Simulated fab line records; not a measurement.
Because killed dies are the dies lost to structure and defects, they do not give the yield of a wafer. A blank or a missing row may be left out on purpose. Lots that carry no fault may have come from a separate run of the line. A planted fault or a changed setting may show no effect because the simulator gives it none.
fab line records | flow berkeleyCmos170
record lots=15 wafers=45 lastDay=12
route steps=331 shown NWELL@19 PWELL@38 WELLDRIVE@57
lots untouched by any fault: they come from a run of this same line in which no faults occurred
startH: start of the lot's first displayed wafer, in hours after the record's first day | waitH: hours elapsed since this lot's preceding step | " the same as in the row above | L1.1+2: a single row standing in for several wafers | - no value, or no start was given | * or withheld: withheld | < > ~ a bound
route shown NAME@n: a module of which the file shows steps, and the number in the route of the first | usual: mean/standard deviation of fault-free wafers | same: alike in all rows | chamber/n: place in a boat | sites: readings site by site | _std_site: the standard deviation of these | _edge_site: outer sites' mean less inner sites' | radiusMm: how far each site lies from the wafer's centre | mask NAME#n: copy n | behind: the last tool/chamber to shape the wafer | hold: the reason the lot was held/the length of the hold in hours/how it ended | device: transistor that didn't switch, given as n, p or np | end of line: tests of these same wafers at the route's end | for a step that has no rows: nothing shown but its recipe | killed: dies that structure and defects cost at the first sort, which is not the same as the wafer's yield | map: dies across one wafer; x = killed, . = not, _ = none there
set.NAME: the setting as run; set.NAME@STEP: as run at that earlier step | model.NAME: the simulator's own value behind a step, which no gauge read
a sample of lots followed through the steps of the route, with each step as a table and each wafer as a row
services: when a tool's chamber went out of use (startH, in hours from the record's first day, below 0 if earlier), for how many hours, and the reason
## steps
# step UCB170_NWELL_THK_MEAS_05
# recipe reads=Si3N4_of_NWELL_CVD_04
# usual NWELL_NITRIDE_THK=217.2/1.6
# columns lot.wafer tool chamber startH waitH NWELL_NITRIDE_THK[nm]
L355.1 filmMetro-02 - 48.15 0.0 216.0
L355.4 " - " " 215.9
L355.5 " - " " 215.4
L356.1 filmMetro-04 - 52.66 0.0 220.0
L356.3 " - " " 218.6
L356.4 " - " " 218.4
L357.1 filmMetro-04 - 61.66 0.0 215.7
L357.3 " - " " 216.5
L357.5 " - " " 217.5
L358.2 filmMetro-01 - 70.74 0.0 219.4
L358.4 " - " " 219.1
L358.5 " - " " 218.2
L359.2 filmMetro-01 - 75.55 0.0 217.8
L359.4 " - " " 216.5
L359.6 " - " " 217.0
L360.1 filmMetro-04 - 77.82 0.1 218.3
L360.4 " - " " 221.7
L360.6 " - " " 220.6
L361.1 filmMetro-04 - 85.06 0.0 216.6
L361.4 " - " " 217.2
L361.5 " - " " 217.4
L363.1 filmMetro-04 - 93.48 0.0 215.6
L363.2 " - " " 215.9
L363.5 " - " " 213.6
L365.1 filmMetro-04 - 102.88 0.0 216.0
L365.5 " - " " 215.6
L365.6 " - " " 215.3
L368.3 filmMetro-02 - 118.01 0.0 216.0
L368.4 " - " " 217.0
L368.6 " - " " 216.7
L369.1 filmMetro-04 - 126.99 0.0 218.2
L369.5 " - " " 218.1
L369.6 " - " " 219.8
L370.1 filmMetro-04 - 127.05 0.1 216.6
L370.3 " - " " 217.5
L370.6 " - " " 216.9
L371.2 filmMetro-04 - 134.40 0.0 216.6
L371.4 " - " " 218.7
L371.6 " - " " 216.5
L373.2 filmMetro-02 - 142.47 0.0 217.6
L373.3 " - " " 217.6
L373.5 " - " " 216.9
L374.3 filmMetro-04 - 148.21 0.0 216.4
L374.5 " - " " 213.1
L374.6 " - " " 213.3
# step UCB170_PWELL_ANNEAL_04
# recipe tempC=1000 timeS=900 ambient=N2
# usual spikeTcCentreC=1002.6/1.1 spikeTcLoadC=1027.8/1.1 tube_center_temp_C_max=1002.6/0.43
# columns lot.wafer tool chamber startH waitH spikeTcCentreC spikeTcLoadC tube_center_temp_C_max
L355.1 furnace-03 0 63.83 3.8 1000.4 1028.0 1002.7
L355.4 " 0 " " 1002.0 1029.2 1002.9
L355.5 " 0 " " 1001.3 1026.7 1002.0
L356.1 furnace-04 0 68.23 3.5 1002.6 1029.6 1002.5
L356.3 " 0 " " 1002.2 1027.7 1002.6
L356.4 " 0 " " 1002.9 1027.9 1002.8
L357.1 furnace-04 0 77.23 3.4 1003.7 1026.6 1003.9
L357.3 " 0 " " 1000.7 1027.5 1002.6
L357.5 " 0 " " 1002.6 1026.6 1003.3
L358.2 furnace-04 0 86.24 3.5 1002.6 1025.8 1002.3
L358.4 " 0 " " 1003.7 1027.5 1003.4
L358.5 " 0 " " 1002.6 1029.3 1002.3
L359.2 furnace-04 0 86.24 0.9 1004.7 1027.7 1002.6
L359.4 " 0 " " 1003.7 1027.3 1002.8
L359.6 " 0 " " 1003.4 1026.3 1002.2
L360.1 furnace-04 0 86.24 0.9 1003.4 1027.9 1003.2
L360.4 " 0 " " 1003.9 1027.0 1002.7
L360.6 " 0 " " 1003.9 1026.9 1003.1
L361.1 furnace-04 0 100.08 1.2 1003.3 1025.5 1002.3
L361.4 " 0 " " 1001.0 1027.6 1002.1
L361.5 " 0 " " 1004.0 1027.6 1002.5
L363.1 furnace-03 0 107.36 3.3 1004.2 1028.7 1002.5
L363.2 " 0 " " 1001.8 1028.6 1002.5
L363.5 " 0 " " 1003.6 1028.5 1002.1
L365.1 furnace-03 0 116.06 4.4 1001.8 1029.8 1003.0
L365.5 " 0 " " 1004.1 1028.8 1002.5
L365.6 " 0 " " 1000.9 1028.8 1003.2
L368.3 furnace-04 - 129.99 2.8 - - -
L368.4 " - " " - - -
L368.6 " - " " - - -
L369.1 furnace-04 - 138.34 1.3 - - -
L369.5 " - " " - - -
L369.6 " - " " - - -
L370.1 furnace-04 - 138.34 1.3 - - -
L370.3 " - " " - - -
L370.6 " - " " - - -
L371.2 furnace-02 0 146.26 1.2 1001.1 1027.5 1002.3
L371.4 " 0 " " 1001.7 1026.8 1002.3
L371.6 " 0 " " 1003.1 1027.7 1002.4
L373.2 furnace-04 0 157.91 1.7 1003.2 1028.3 1002.4
L373.3 " 0 " " 1004.0 1026.4 1002.3
L373.5 " 0 " " 1003.0 1028.7 1003.1
L374.3 furnace-04 0 157.91 1.7 1003.0 1027.4 1002.6
L374.5 " 0 " " 1003.6 1026.2 1003.5
L374.6 " 0 " " 1001.2 1026.5 1002.2
# step UCB170_PWELL_ETCH_14
# recipe chemistry=CH3F/Ar/O2 target=Si3N4 stopOn=SiO2 CH3F_flow_sccm=20 Ar_flow_sccm=50 O2_flow_sccm=7 pressureMtorr=50 rfW=450 targetDepthA=2420 overEtchFrac=0.1 timeS=151
# usual CH3F_flow_sccm=20.00/0.063 drypumpMotorCurrentA=5.6/0.44 oesProductAu=0.939/0.015 rfFwdPowerW=447.9/1.6 throttleValvePct=7.99/0.11
# columns lot.wafer tool chamber startH waitH CH3F_flow_sccm drypumpMotorCurrentA oesProductAu rfFwdPowerW rfHoursCounterH throttleValvePct
L355.1 rieDiel-01 0 67.94 0.0 20.01 5.9 0.947 444.9 62 8.08
L355.4 " 3 " " 20.03 5.7 0.963 445.9 72 7.78
L355.5 " 3 " " 20.04 5.7 0.977 446.5 - 7.78
L356.1 rieDiel-01 0 74.49 0.0 19.99 5.8 0.946 448.9 63 8.08
L356.3 " 1 " " 20.01 5.2 0.948 447.3 21 8.07
L356.4 " 2 " " 20.08 4.9 0.945 449.2 1 8.09
L357.1 rieDiel-01 2 82.83 0.0 20.04 4.9 0.945 447.7 2 8.10
L357.3 " 3 " " 20.03 5.7 0.963 446.5 72 7.79
L357.5 " 1 " " 20.04 5.2 0.936 448.7 - 8.08
L358.2 rieDiel-01 3 90.51 0.0 20.01 5.7 0.956 449.8 73 7.79
L358.4 " 2 " " 20.03 4.9 0.929 450.7 2 8.09
L358.5 " 1 " " 19.95 5.2 0.930 449.6 - 8.08
L359.2 rieDiel-03 1 90.78 0.0 19.96 6.4 0.922 448.0 48 7.82
L359.4 " 3 " " 19.86 6.3 0.938 446.4 7 7.92
L359.6 " 0 " " 20.10 5.0 0.933 450.4 - 7.97
L360.1 rieDiel-02 0 90.91 0.0 19.98 5.8 0.926 446.1 160 8.11
L360.4 " 1 " " 20.01 5.3 0.944 448.3 151 7.99
L360.6 " 1 " " 19.96 5.3 0.952 447.9 - 8.02
L361.1 rieDiel-01 0 104.19 0.0 19.95 5.8 0.947 445.3 64 8.07
L361.4 " 2 " " 19.97 4.9 0.933 446.9 3 8.12
L361.5 " 1 " " 20.00 5.2 0.941 447.8 - 8.07
L363.1 rieDiel-02 2 111.80 0.0 20.06 5.8 0.903 449.0 18 8.01
L363.2 " 3 " " 20.08 5.6 0.921 447.7 2 8.10
L363.5 " 1 " " 19.97 5.3 0.945 447.3 - 8.00
L365.1 rieDiel-02 2 120.29 0.0 20.08 5.8 0.912 450.2 18 7.98
L365.5 " 3 " " 20.11 5.5 0.924 450.4 - 8.09
L365.6 " 2 " " 20.00 5.8 0.928 448.0 - 8.00
L368.3 rieDiel-03 0 134.32 0.0 19.97 5.0 0.929 449.5 12 7.95
L368.4 " 2 " " 19.94 6.0 0.931 446.3 19 7.93
L368.6 " 0 " " 19.86 5.0 0.929 447.4 - 7.95
L370.1 rieDiel-02 0 143.44 0.0 20.03 5.7 0.949 448.9 0 8.10
L370.3 " 2 " " 19.96 5.8 0.902 450.9 20 7.99
L370.6 " 2 " " 20.08 5.8 0.900 448.7 - 8.00
L369.1 rieDiel-01 3 143.61 0.0 20.02 5.7 0.946 448.8 75 7.79
L369.5 " 1 " " 20.11 5.2 0.921 449.8 - 8.07
L369.6 " 0 " " 19.92 5.8 0.938 445.5 - 8.08
L371.2 rieDiel-01 2 151.31 0.0 19.98 4.9 0.933 449.5 5 8.10
L371.4 " 3 " " 19.99 5.7 0.962 447.5 76 7.79
L371.6 " 0 " " 19.95 5.8 0.940 445.5 - 8.08
L374.3 rieDiel-01 3 162.68 0.0 19.93 5.7 0.968 447.7 76 7.79
L374.5 " 1 " " 20.13 5.2 0.954 447.3 - 8.07
L374.6 " 2 " " 19.96 4.9 0.952 446.1 - 8.08
L373.2 rieDiel-03 2 162.98 0.0 19.95 6.0 0.945 448.6 21 7.95
L373.3 " 0 " " 20.01 5.0 0.931 448.6 13 7.96
L373.5 " 3 " " 19.96 6.3 0.945 446.1 - 7.91
# step UCB170_WELLDRIVE_THK_MEAS_02
# recipe reads=SiO2_of_WELLDRIVE_OXIDATION_01
# usual WELLDRIVE_OXIDE_THK=197/3.6
# columns lot.wafer tool chamber startH waitH WELLDRIVE_OXIDE_THK[nm]
L355.1 filmMetro-04 - 80.63 0.0 197
L355.4 " - " " 199
L355.5 " - " " 198
L356.1 filmMetro-04 - 86.24 0.0 201
L356.3 " - " " 203
L356.4 " - " " 206
L357.1 filmMetro-04 - 93.91 0.0 204
L357.3 " - " " 201
L357.5 " - " " 202
L360.1 filmMetro-02 - 103.48 0.0 195
L360.4 " - " " 192
L360.6 " - " " 194
L358.2 filmMetro-04 - 103.49 0.0 195
L358.4 " - " " 199
L358.5 " - " " 197
L359.2 filmMetro-03 - 103.49 0.0 194
L359.4 " - " " 195
L359.6 " - " " 199
L361.1 filmMetro-04 - 114.61 0.0 193
L361.4 " - " " 191
L361.5 " - " " 192
L363.1 filmMetro-04 - 122.48 0.0 195
L363.2 " - " " 192
L363.5 " - " " 195
L365.1 filmMetro-04 - 130.67 0.0 196
L365.5 " - " " 201
L365.6 " - " " 200
L371.2 filmMetro-02 - 162.98 0.0 200
L371.4 " - " " 199
L371.6 " - " " 200
L373.2 filmMetro-02 - 174.90 0.0 199
L373.3 " - " " 198
L373.5 " - " " 201
L374.3 filmMetro-03 - 174.91 0.0 199
L374.5 " - " " 204
L374.6 " - " " 199
## services
# columns tool chamber startH hours kind
rieDiel-02 3 45.44 - clean
rieDiel-02 3 45.44 14.3 scheduledDown
rieDiel-02 3 45.44 14.3 ventCycle
rieDiel-02 - 59.10 6.5 repair
rieDiel-03 - 65.92 5.5 repair
rieDiel-02 3 80.77 5.9 repair
rieDiel-03 3 85.36 3.0 repair
furnace-04 - 93.91 4.8 pm
furnace-02 - 115.48 3.3 pm
rieDiel-02 0 119.84 - clean
rieDiel-02 0 119.84 23.5 scheduledDown
rieDiel-02 0 119.84 23.5 ventCycle
furnace-04 - 159.16 8.2 pm
rieDiel-03 1 159.17 7.0 repair
rieDiel-02 1 161.49 - clean
rieDiel-02 1 161.49 16.6 scheduledDown
rieDiel-02 1 161.49 16.6 ventCycle
rieDiel-02 3 161.93 1.9 repair
## key
firstSign step=UCB170_PWELL_ANNEAL_04 reading=toolRecord direction=missing
effect none on later readings
metAt UCB170_PWELL_ANNEAL_04
struckLots L368,L369,L370
laterRowsLeftOut L368.3,L368.4,L368.6,L369.1,L369.5,L369.6,L370.1,L370.3,L370.6
sortLeftOut L368.3,L368.4,L368.6,L369.1,L369.5,L369.6,L370.1,L370.3,L370.6
testerLeftOut L368,L369,L370
notActingAt UCB170_NWELL_THK_MEAS_05,UCB170_PWELL_ETCH_14,UCB170_WELLDRIVE_THK_MEAS_02
onsetBetween 100.08 129.99
fault kind=skippedStepWhole tool=furnace-04 chamber=- onsetH=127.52 steps=UCB170_PWELL_ANNEAL_04 scope=struckLotsOnly
# testerLeftOut: of these lots the tester's yield and bins aren't shown, on N5 and GAA mostly nor the transistor test; their killed dies are dies lost to structure and defects alone, not to doping, threshold or leakage, so they don't give the yield
# sortLeftOut: the simulated sort isn't trusted on such a fault, so these wafers' sort isn't shown, and their yield isn't known
# laterRowsLeftOut: the simulator's readings of these wafers behind a module that went badly wrong aren't trusted and aren't shown, but for the sort
